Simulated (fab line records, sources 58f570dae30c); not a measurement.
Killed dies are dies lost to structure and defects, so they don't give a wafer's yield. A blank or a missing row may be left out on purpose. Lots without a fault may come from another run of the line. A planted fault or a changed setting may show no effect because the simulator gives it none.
Which tool did it? | flow berkeley_cmos170 | 14 lots, 42 wafers sampled, at 6 steps of a route of 331

WHAT THE GAUGES READ, wafer by wafer
UCB170_NLDD_TW_MEAS_11.
lot  | measured     | on            | NLDD_TW
L132 | day 6 20:39  | film_metro-04 | 2253 2255 2251
L133 | day 7 02:40  | film_metro-01 | 2223 2229 2232
L135 | day 7 13:37  | film_metro-03 | 2225 2223 2219
L134 | day 7 13:44  | film_metro-04 | 2259 2245 2255
L138 | day 7 13:54  | film_metro-03 | 2220 2235 2226
L141 | day 7 23:34  | film_metro-01 | 2252 2246 2249
L142 | day 8 11:56  | film_metro-04 | 2062 2065 2069 2066 2071 2056
L143 | day 8 18:55  | film_metro-01 | 2034 2027 2021 2025 2034 2030
L145 | day 9 06:01  | film_metro-03 | 2221 2231 2232
L146 | day 9 10:34  | film_metro-01 | 2232 2214 2226
L147 | day 9 12:01  | film_metro-03 | 2222 2231 2222
L148 | day 9 12:18  | film_metro-03 | 2228 2221 2221
L149 | day 10 02:06 | film_metro-03 | 2225 2235 2236
L150 | day 10 08:31 | film_metro-04 | 2250 2249 2241

UCB170_SDANNEAL_RS_MEAS_05: measures by four-point-probe.
lot  | measured     | on            | NLDD_RS (ohm/sq)
L132 | day 7 07:09  | film_metro-03 | 614.9 618.0 616.9
L133 | day 7 12:43  | film_metro-01 | 616.3 618.5 615.7
L135 | day 7 23:38  | film_metro-04 | 615.5 616.0 615.6
L134 | day 7 23:08  | film_metro-04 | 615.6 616.1 617.3
L138 | day 7 22:41  | film_metro-03 | 616.8 616.8 615.4
L141 | day 8 10:13  | film_metro-03 | 613.9 615.4 613.5
L142 | day 9 09:13  | film_metro-03 | 763.2 764.2 762.5 762.7 762.8 760.9
L143 | day 9 08:35  | film_metro-01 | 765.4 765.4 764.9 764.9 765.5 763.7
L145 | day 9 15:51  | film_metro-01 | 617.6 619.7 616.1
L146 | day 9 19:56  | film_metro-01 | 614.2 614.9 616.8
L147 | day 9 20:49  | film_metro-04 | 616.8 617.5 614.9
L148 | day 9 20:29  | film_metro-03 | 614.9 615.7 617.4
L149 | day 10 13:04 | film_metro-01 | 616.0 615.9 613.7
L150 | day 10 20:40 | film_metro-01 | 614.4 613.7 614.1

WHICH TOOL RAN EACH LOT (tool, then ch and the chambers of the sampled wafers, then the start)
lot  | UCB170_GATE_ETCH_14               | UCB170_NLDD_IMPLANT_08          | UCB170_SPACER_ETCHBACK_03          | UCB170_PSD_STRIP_09
L132 | rie_diel-01 ch 0,2,3, day 6 15:42 | implanter-01 ch 0, day 6 20:16  | rie_diel-02 ch 1,2,3, day 7 00:38  | plasma_asher-03 ch 0,1, day 7 01:59
L133 | rie_diel-04 ch 1,2,3, day 6 22:43 | implanter-03 ch 0, day 7 02:16  | rie_diel-02 ch 0,1,3, day 7 06:14  | plasma_asher-04 ch 0,1, day 7 07:57
L135 | rie_diel-03 ch 0,3, day 7 06:22   | implanter-03 ch 0, day 7 13:13  | rie_diel-01 ch 0,2,3, day 7 16:37  | plasma_asher-04 ch 0,1, day 7 19:28
L134 | rie_diel-01 ch 1,2,3, day 7 06:56 | implanter-02 ch 0, day 7 13:20  | rie_diel-04 ch 1,3, day 7 16:37    | plasma_asher-01 ch 0,1, day 7 19:16
L138 | rie_diel-03 ch 0,3, day 7 08:25   | implanter-03 ch 0, day 7 13:30  | rie_diel-02 ch 0,1, day 7 16:37    | plasma_asher-04 ch 0,1, day 7 19:04
L141 | rie_diel-01 ch 0,2,3, day 7 18:27 | implanter-01 ch 0, day 7 23:10  | rie_diel-04 ch 0,1,3, day 8 02:29  | plasma_asher-01 ch 0,1, day 8 04:10
L142 | rie_diel-03 ch 0,1,2, day 8 06:02 | implanter-01 ch 0, day 8 11:32  | rie_diel-04 ch 0,1,3, day 8 20:43  | plasma_asher-04 ch 0,1, day 8 22:17
L143 | rie_diel-03 ch 1,2, day 8 13:31   | implanter-01 ch 0, day 8 18:31  | rie_diel-02 ch 2,3, day 8 23:47    | plasma_asher-01 ch 0,1, day 9 01:01
L145 | rie_diel-04 ch 1,2, day 8 22:26   | implanter-03 ch 0, day 9 05:38  | rie_diel-02 ch 1,3, day 9 09:15    | plasma_asher-04 ch 0, day 9 10:48
L146 | rie_diel-04 ch 2,3, day 8 22:57   | implanter-02 ch 0, day 9 10:10  | rie_diel-04 ch 1,2,3, day 9 14:53  | plasma_asher-01 ch 0,1, day 9 16:37
L147 | rie_diel-04 ch 1,2, day 9 06:20   | implanter-02 ch 0, day 9 11:37  | rie_diel-04 ch 1,2,3, day 9 14:57  | plasma_asher-04 ch 0,1, day 9 17:07
L148 | rie_diel-03 ch 0,2,3, day 9 06:31 | implanter-03 ch 0, day 9 11:52  | rie_diel-01 ch 0,1, day 9 14:55    | plasma_asher-03 ch 0,1, day 9 16:52
L149 | rie_diel-03 ch 2,3, day 9 22:28   | implanter-02 ch 0, day 10 01:42 | rie_diel-01 ch 0,1,3, day 10 07:16 | plasma_asher-01 ch 0,1, day 10 08:29
L150 | rie_diel-01 ch 0,1, day 10 04:29  | implanter-02 ch 0, day 10 08:07 | rie_diel-02 ch 0,2, day 10 11:43   | plasma_asher-03 ch 0,1, day 10 13:49
- UCB170_GATE_ETCH_14: etches BARC in N2/H2.
- UCB170_NLDD_IMPLANT_08
- UCB170_SPACER_ETCHBACK_03: etches SiO2 in CHF3/CF4/Ar, stops on Si, target depth 376 nm, time 100 s.
- UCB170_PSD_STRIP_09: strips in O2.

WHAT THE TOOLS THEMSELVES READ (means of the sampled wafers that have a number; where no wafer has one, the mark that the record gives instead)
UCB170_GATE_ETCH_14.
lot  | tool        | drypump_motor_current_A (A) | oes_product_au (a.u.) | rf_fwd_power_W (W) | throttle_valve_pct (%)
L132 | rie_diel-01 | 5.7                         | 1.021                 | 493.2              | 13.44
L133 | rie_diel-04 | 5.8                         | 1.035                 | 493.2              | 13.20
L135 | rie_diel-03 | 5.4                         | 0.996                 | 495.3              | 13.28
L134 | rie_diel-01 | 5.7                         | 0.997                 | 493.4              | 13.30
L138 | rie_diel-03 | 5.7                         | 0.987                 | 497.2              | 13.25
L141 | rie_diel-01 | 5.7                         | 1.015                 | 494.1              | 13.44
L142 | rie_diel-03 | 5.3                         | 0.999                 | 493.6              | 13.17
L143 | rie_diel-03 | 5.5                         | 1.008                 | 493.6              | 13.07
L145 | rie_diel-04 | 5.9                         | 1.023                 | 495.1              | 13.13
L146 | rie_diel-04 | 6.1                         | 1.043                 | 494.2              | 13.08
L147 | rie_diel-04 | 5.9                         | 1.026                 | 495.6              | 13.13
L148 | rie_diel-03 | 5.3                         | 0.993                 | 495.2              | 13.23
L149 | rie_diel-03 | 5.6                         | 0.977                 | 495.7              | 13.21
L150 | rie_diel-01 | 5.7                         | 0.999                 | 496.0              | 13.37

UCB170_NLDD_IMPLANT_08.
lot  | tool         | dose_ions_cm2 | end_station_pressure_torr (Torr) | faraday_current_uA
L132 | implanter-01 | 5e+13         | 5.14e-06                         | 161
L133 | implanter-03 | 5e+13         | 5.09e-06                         | 159
L135 | implanter-03 | 5e+13         | 5.24e-06                         | 157
L134 | implanter-02 | 5e+13         | 5.01e-06                         | 158
L138 | implanter-03 | 5e+13         | 5.09e-06                         | 157
L141 | implanter-01 | 5e+13         | 5.09e-06                         | 154
L142 | implanter-01 | 2e+13         | 5.03e-06                         | 70
L143 | implanter-01 | 2e+13         | 5.07e-06                         | 71
L145 | implanter-03 | 5e+13         | 5.21e-06                         | 159
L146 | implanter-02 | 5e+13         | 4.96e-06                         | 159
L147 | implanter-02 | 5e+13         | 5.12e-06                         | 158
L148 | implanter-03 | 5e+13         | 5.04e-06                         | 159
L149 | implanter-02 | 5e+13         | 5.14e-06                         | 153
L150 | implanter-02 | 5e+13         | 5.07e-06                         | 160

UCB170_SPACER_ETCHBACK_03.
lot  | tool        | cf4_flow_sccm (sccm) | drypump_motor_current_A (A) | oes_product_au (a.u.) | rf_fwd_power_W (W) | throttle_valve_pct (%)
L132 | rie_diel-02 | 10.021               | 5.6                         | 0.874                 | 499.5              | 6.42
L133 | rie_diel-02 | 10.039               | 5.4                         | 0.864                 | 497.2              | 6.41
L135 | rie_diel-01 | 10.023               | 5.7                         | 0.892                 | 496.5              | 6.58
L134 | rie_diel-04 | 9.999                | 5.4                         | 0.885                 | 498.1              | 6.47
L138 | rie_diel-02 | 10.009               | 5.3                         | 0.878                 | 498.1              | 6.44
L141 | rie_diel-04 | 10.021               | 5.5                         | 0.873                 | 497.1              | 6.52
L142 | rie_diel-04 | 10.023               | 5.5                         | 0.883                 | 496.8              | 6.54
L143 | rie_diel-02 | 9.982                | 5.7                         | 0.872                 | 497.9              | 6.47
L145 | rie_diel-02 | 10.004               | 5.4                         | 0.866                 | 500.0              | 6.36
L146 | rie_diel-04 | 9.984                | 5.8                         | 0.886                 | 495.7              | 6.42
L147 | rie_diel-04 | 10.017               | 5.8                         | 0.879                 | 496.8              | 6.42
L148 | rie_diel-01 | 9.972                | 5.7                         | 0.874                 | 497.8              | 6.55
L149 | rie_diel-01 | 9.957                | 5.8                         | 0.880                 | 496.7              | 6.60
L150 | rie_diel-02 | 9.987                | 5.4                         | 0.885                 | 498.5              | 6.51

UCB170_PSD_STRIP_09.
lot  | tool            | drypump_motor_current_A (A) | o2_flow_sccm (sccm) | oes_product_au (a.u.) | strip_time_to_endpoint_s (s)
L132 | plasma_asher-03 | 5.4                         | 400.5               | 0.601                 | 29.61
L133 | plasma_asher-04 | 5.4                         | 399.0               | 0.597                 | 29.49
L135 | plasma_asher-04 | 5.4                         | 399.7               | 0.602                 | 29.49
L134 | plasma_asher-01 | 5.7                         | 401.5               | 0.600                 | 29.52
L138 | plasma_asher-04 | 5.4                         | 399.1               | 0.601                 | 29.47
L141 | plasma_asher-01 | 5.7                         | 400.5               | 0.606                 | 29.37
L142 | plasma_asher-04 | 5.3                         | 399.1               | 0.603                 | 29.63
L143 | plasma_asher-01 | 5.7                         | 400.7               | 0.604                 | 29.40
L145 | plasma_asher-04 | 5.4                         | 400.5               | 0.603                 | 29.34
L146 | plasma_asher-01 | 5.9                         | 399.7               | 0.600                 | 29.36
L147 | plasma_asher-04 | 5.4                         | 400.0               | 0.597                 | 29.39
L148 | plasma_asher-03 | 5.4                         | 400.5               | 0.600                 | 29.36
L149 | plasma_asher-01 | 5.8                         | 399.0               | 0.595                 | 29.49
L150 | plasma_asher-03 | 5.6                         | 400.9               | 0.600                 | 29.57

THE ANSWER, worked out from the rows above alone
Rule: what is usual is taken from the lots themselves. Put in order of their means at a reading, lots are off if they are a third of the lots or fewer, leave a main group of 4 or more, and stand apart from it by a gap of 3 or more times the standard deviation of the main group's means; of several such gaps the widest counts. A main group whose means are all the same, to the digits that the tables above print for the reading, isn't used. A lot without any number at a reading at which 4 lots or more have one is off too. The other lots that the step has rows for count as sound. The gauges are gone through in route order, then the tools' own readings, and for those a lot's mean is taken as printed above. The first step at which some lot is off is used, and at that step the reading that is off furthest; a lot without a number counts as furthest.
Off: L142, L143, at UCB170_NLDD_TW_MEAS_11 (NLDD_TW). The main group: mean 2234, standard deviation 12.
A tool fits if, at a process step before that reading, it ran every lot that is off, and no sound lot after the first of them. The gauges at UCB170_NLDD_TW_MEAS_11 aren't tried: what is off there is off at UCB170_NLDD_IMPLANT_08 too, on other tools, and a gauge's error can't cause that. One fits: implanter-01 at UCB170_NLDD_IMPLANT_08. Its last sound lot is L141 (day 7 23:10), its first lot that is off L142 (day 8 11:32): a fault that began between those two fits.
The tool's own readings at UCB170_NLDD_IMPLANT_08 bear it out: on the lots that are off they differ by more than 5 times the standard deviation of the sound lots' means. dose_ions_cm2 reads 2e+13 there against 5e+13 on the sound lots; faraday_current_uA reads 70 there against 158 on the sound lots.

WHAT THE SIMULATOR HAD PUT IN
Process parameter drift: implanter-01, from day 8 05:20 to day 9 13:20, at UCB170_NLDD_IMPLANT_08. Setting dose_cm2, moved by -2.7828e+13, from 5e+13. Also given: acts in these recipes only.
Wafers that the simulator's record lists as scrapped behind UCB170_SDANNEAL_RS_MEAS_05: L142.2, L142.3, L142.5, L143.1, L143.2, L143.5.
Lots struck among those shown: L142, L143. The rule above found the same.
